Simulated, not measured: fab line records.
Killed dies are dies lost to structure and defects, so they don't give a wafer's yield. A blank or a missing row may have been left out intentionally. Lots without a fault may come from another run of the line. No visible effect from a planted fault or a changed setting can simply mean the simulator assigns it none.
fab line records	flow berkeleyCmos170
record lots=7	wafers=21	lastDay=12
route steps=331 shown PLDD@151 NLDD@158
lots that met no fault: from a run of the same line without faults
startH: the number of hours between the record's first day and the start of the first shown wafer of the lot	waitH: hours elapsed since this lot's preceding step	" same as the row above	L1.1+2: a row that stands for several wafers	- no value, or no start given	* or withheld: withheld	< > ~ a bound
route shown NAME@n: a module of which the file shows steps, and the number in the route of the first	usual: mean/standard deviation taken from wafers without a fault	same: alike in all rows	chamber/n: place in a boat	sites: the reading at each site	_std_site: the standard deviation of these	_edge_site: mean of outer sites minus mean of inner sites	radiusMm: how far each site lies from the wafer's centre	mask NAME#n: copy n	behind: tool/chamber where the wafer was last shaped	hold: why the lot went on hold/how many hours it stayed there/how the hold came to an end	device: transistor that didn't switch, given as n, p or np	end of line: the tests these same wafers got at the end of their route	a step with no rows: only its recipe	killed: not the wafer's yield, but the dies lost to structure and defects at the first sort	map: the dies of a wafer, with x for killed, . for not killed, _ for no die there
set.NAME: the run value of the setting; set.NAME@STEP: its run value at that earlier step	model.NAME: the simulator's own value behind a step, which no gauge read
lots at selected steps of the route; one table per step, one row per wafer
services: the hour from which a tool's chamber was out of use, counted from the record's first day as startH (under 0 if before that day), plus the number of hours and why
## steps
# step UCB170_PLDD_CD_MEAS_06
# recipe targetCdNm=1200
# usual cdNm=1200.2/1.3
lot.wafer	tool	chamber	startH	waitH	cdNm
L750.2	cdSem-01	-	149.10	-	1197.1
L750.3	"	-	"	"	1199.2
L750.6	"	-	"	"	1199.5
L758.1	cdSem-01	-	206.82	-	1199.5
L758.2	"	-	"	"	1199.0
L758.5	"	-	"	"	1199.8
L759.2	cdSem-02	-	207.12	-	1200.4
L759.3	"	-	"	"	1201.4
L759.6	"	-	"	"	1199.9
L767.1	cdSem-01	-	241.43	-	1198.3
L767.3	"	-	"	"	1198.5
L767.5	"	-	"	"	1200.4
L769.2	cdSem-02	-	241.52	-	1201.2
L769.4	"	-	"	"	1202.3
L769.6	"	-	"	"	1201.4
L768.3	cdSem-02	-	241.82	-	1200.6
L768.5	"	-	"	"	1200.4
L768.6	"	-	"	"	1201.0
L770.2	cdSem-01	-	248.54	-	1201.4
L770.4	"	-	"	"	1201.5
L770.6	"	-	"	"	1201.1
# step UCB170_PLDD_OVL_MEAS_07
# usual PLDD_OVL=0/5.2
lot.wafer	tool	chamber	startH	waitH	PLDD_OVL[nm]
L750.2	overlay-01	-	149.20	0.1	-3
L750.3	"	-	"	"	-10
L750.6	"	-	"	"	-2
L758.1	overlay-02	-	206.94	0.1	0
L758.2	"	-	"	"	1
L758.5	"	-	"	"	1
L759.2	overlay-01	-	207.22	0.1	-3
L759.3	"	-	"	"	7
L759.6	"	-	"	"	5
L767.1	overlay-01	-	241.55	0.1	1
L767.3	"	-	"	"	-1
L767.5	"	-	"	"	6
L769.2	overlay-01	-	241.63	0.1	-9
L769.4	"	-	"	"	-10
L769.6	"	-	"	"	-14
L768.3	overlay-01	-	241.91	0.1	6
L768.5	"	-	"	"	6
L768.6	"	-	"	"	10
L770.2	overlay-01	-	248.65	0.1	1
L770.4	"	-	"	"	-1
L770.6	"	-	"	"	2
# step UCB170_PLDD_IMPLANT_08
# recipe species=BF2	doseCm2=5e+13	energyKev=10	tiltDeg=7	rotationDeg=0
# step UCB170_PLDD_IMPLANT_09
# recipe species=BF2	doseCm2=5e+13	energyKev=10	tiltDeg=7	rotationDeg=180
# step UCB170_PLDD_STRIP_10
# recipe chemistry=O2	powerW=400	pressureMtorr=3500	platenTempC=withheld	o2FlowSccm=400	overashFraction=0.5
# usual drypumpMotorCurrentA=5.9/0.53	o2FlowSccm=399.9/1.2	oesProductAu=0.734/0.0048	stripTimeToEndpointS=21.64/0.06
lot.wafer	tool	chamber	startH	waitH	drypumpMotorCurrentA	o2FlowSccm	oesProductAu	rfHoursCounterH	stripTimeToEndpointS
L750.2	plasmaAsher-02	0	149.53	0.1	6.3	401.2	0.732	4	21.66
L750.3	"	1	"	"	5.0	396.8	0.735	-	21.62
L750.6	"	0	"	"	6.3	399.5	0.731	-	21.60
L758.1	plasmaAsher-02	1	207.28	0.1	5.0	400.5	0.734	10	21.55
L758.2	"	0	"	"	6.2	399.1	0.736	10	21.51
L758.5	"	1	"	"	5.0	402.2	0.735	-	21.56
L759.2	plasmaAsher-04	1	207.55	0.1	6.1	397.9	0.739	53	21.58
L759.3	"	0	"	"	6.1	398.4	0.733	-	21.57
L759.6	"	0	"	"	6.1	401.3	0.733	-	21.65
L767.1	plasmaAsher-02	0	241.89	0.1	6.2	399.4	0.745	14	21.59
L767.3	"	1	"	"	5.0	401.3	0.741	-	21.59
L767.5	"	0	"	"	6.3	402.2	0.726	-	21.58
L769.2	plasmaAsher-03	0	241.98	0.1	6.6	398.0	0.738	51	21.56
L769.4	"	0	"	"	6.6	399.3	0.736	-	21.55
L769.6	"	1	"	"	6.0	399.7	0.737	-	21.57
L768.3	plasmaAsher-02	1	242.27	0.1	5.0	400.5	0.729	-	21.66
L768.5	"	0	"	"	6.2	398.0	0.729	-	21.64
L768.6	"	1	"	"	5.0	399.3	0.730	-	21.65
L770.2	plasmaAsher-02	1	248.98	0.1	5.0	400.2	0.733	15	21.54
L770.4	"	1	"	"	5.0	400.1	0.734	-	21.57
L770.6	"	1	"	"	5.0	400.0	0.730	-	21.63
# step UCB170_PLDD_TW_MEAS_11
# usual PLDD_TW=1015/6.9
lot.wafer	tool	chamber	startH	waitH	PLDD_TW
L750.2	filmMetro-03	-	149.64	0.1	1022
L750.3	"	-	"	"	1026
L750.6	"	-	"	"	1024
L758.1	filmMetro-02	-	207.38	0.1	1005
L758.2	"	-	"	"	1011
L758.5	"	-	"	"	999
L759.2	filmMetro-03	-	207.66	0.1	1026
L759.3	"	-	"	"	1020
L759.6	"	-	"	"	1022
L767.1	filmMetro-02	-	241.99	0.1	1006
L767.3	"	-	"	"	1006
L767.5	"	-	"	"	1008
L769.2	filmMetro-02	-	242.09	0.1	1012
L769.4	"	-	"	"	1010
L769.6	"	-	"	"	1013
L768.3	filmMetro-02	-	242.35	0.1	1009
L768.5	"	-	"	"	1012
L768.6	"	-	"	"	1009
L770.2	filmMetro-03	-	249.09	0.1	1021
L770.4	"	-	"	"	1015
L770.6	"	-	"	"	1018
# step UCB170_PLDD_CLEAN_12
# recipe chemistry=SPM	tempC=120	timeS=600
# step UCB170_NLDD_HMDS_00
# recipe primeTimeS=60	primeTempC=100
# step UCB170_NLDD_COAT_01
# recipe resist=KrF	spinRpm=1500	resistThkNm=900
# step UCB170_NLDD_SOFTBAKE_02
# recipe resist=KrF	tempC=130	timeS=60
# step UCB170_NLDD_EXPOSE_03
# recipe maskId=NSELECT	na=0.5	sigmaOuter=0.6	sourceShape=conventional	targetCdNm=1200	doseMj=30
# step UCB170_NLDD_PEB_04
# recipe pebTempC=130	pebTimeS=withheld	resist=KrF
# step UCB170_NLDD_DEVELOP_05
# recipe developer=TMAH	developTimeS=45	resist=KrF	devTempC=21
# usual chillPlateTempC=23.03/0.1	developTimeS=45/0	resistLineTempC=23.00/0.089
lot.wafer	tool	chamber	startH	waitH	chillPlateTempC	developTimeS	resistLineTempC	model.KrF_of_NLDD_COAT_01.thkNm
L750.2	lithoTrack-03	0	151	-	22.95	45	23.10	885.1
L750.3	"	0	"	"	22.88	45	23.16	884.7
L750.6	"	0	"	"	23.03	45	23.13	882.5
L758.1	lithoTrack-04	0	209	-	23.08	45	22.97	886.7
L758.2	"	0	"	"	23.18	45	22.97	885.5
L758.5	"	0	"	"	22.85	45	22.98	888
L759.2	lithoTrack-03	0	209	-	23.00	45	23.08	886.3
L759.3	"	0	"	"	22.92	45	23.06	884.2
L759.6	"	0	"	"	22.99	45	23.15	884.2
L767.1	lithoTrack-01	-	243	-	-	-	-	904.1
L767.3	"	-	"	"	-	-	-	903.5
L767.5	"	-	"	"	-	-	-	905.2
L769.2	lithoTrack-03	-	244	-	-	-	-	899.3
L769.4	"	-	"	"	-	-	-	902.2
L769.6	"	-	"	"	-	-	-	898.3
L768.3	lithoTrack-04	-	244	-	-	-	-	900.2
L768.5	"	-	"	"	-	-	-	901
L768.6	"	-	"	"	-	-	-	899.6
L770.2	lithoTrack-03	0	250	-	22.97	45	22.82	885.8
L770.4	"	0	"	"	23.00	45	23.03	883.6
L770.6	"	0	"	"	22.86	45	23.19	882.4
# step UCB170_NLDD_CD_MEAS_06
# recipe targetCdNm=1200
# usual cdNm=1200.0/1.5
lot.wafer	tool	chamber	startH	waitH	cdNm
L750.2	cdSem-02	-	151.36	-	1200.4
L750.3	"	-	"	"	1200.3
L750.6	"	-	"	"	1199.5
L758.1	cdSem-01	-	209.59	-	1200.5
L758.2	"	-	"	"	1199.8
L758.5	"	-	"	"	1201.2
L759.2	cdSem-01	-	210.01	-	1198.0
L759.3	"	-	"	"	1199.5
L759.6	"	-	"	"	1199.1
L767.1	cdSem-02	-	243.68	-	-
L767.3	"	-	"	"	-
L767.5	"	-	"	"	-
L769.2	cdSem-02	-	244.53	-	-
L769.4	"	-	"	"	-
L769.6	"	-	"	"	-
L768.3	cdSem-01	-	244.62	-	-
L768.5	"	-	"	"	-
L768.6	"	-	"	"	-
L770.2	cdSem-02	-	250.84	-	1199.8
L770.4	"	-	"	"	1200.1
L770.6	"	-	"	"	1200.0
## services
tool	chamber	startH	hours	kind
plasmaAsher-03	-	141.58	3.5	repair
plasmaAsher-04	-	223.04	2.1	repair
plasmaAsher-04	-	229.47	14.6	pm
plasmaAsher-03	-	246.54	13.5	repair
## key
firstSign step=UCB170_NLDD_DEVELOP_05	reading=toolRecord	direction=missing
effect none on later readings
modelEffect step=UCB170_NLDD_DEVELOP_05	value=KrF_of_NLDD_COAT_01.thkNm	without=887.3	struck=901.5
metAt UCB170_NLDD_DEVELOP_05
struckWafers L767.1,L767.3,L767.5,L768.3,L768.5,L768.6,L769.2,L769.4,L769.6
sortLeftOut L767.1,L767.3,L767.5,L768.3,L768.5,L768.6,L769.2,L769.4,L769.6
testerLeftOut L767,L768,L769
onsetBetween 209 243
fault kind=skippedStepWhole	tool=lithoTrack-01,lithoTrack-03,lithoTrack-04	chamber=-	onsetH=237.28	steps=UCB170_NLDD_DEVELOP_05	scope=struckLotsOnly
# testerLeftOut: of these lots the tester's yield and bins aren't shown, on N5 and GAA mostly nor the transistor test; their killed dies are dies lost to structure and defects alone, not to doping, threshold or leakage, so they don't give the yield
# sortLeftOut: the simulated sort isn't trusted on such a fault, so these wafers' sort isn't shown, and their yield isn't known
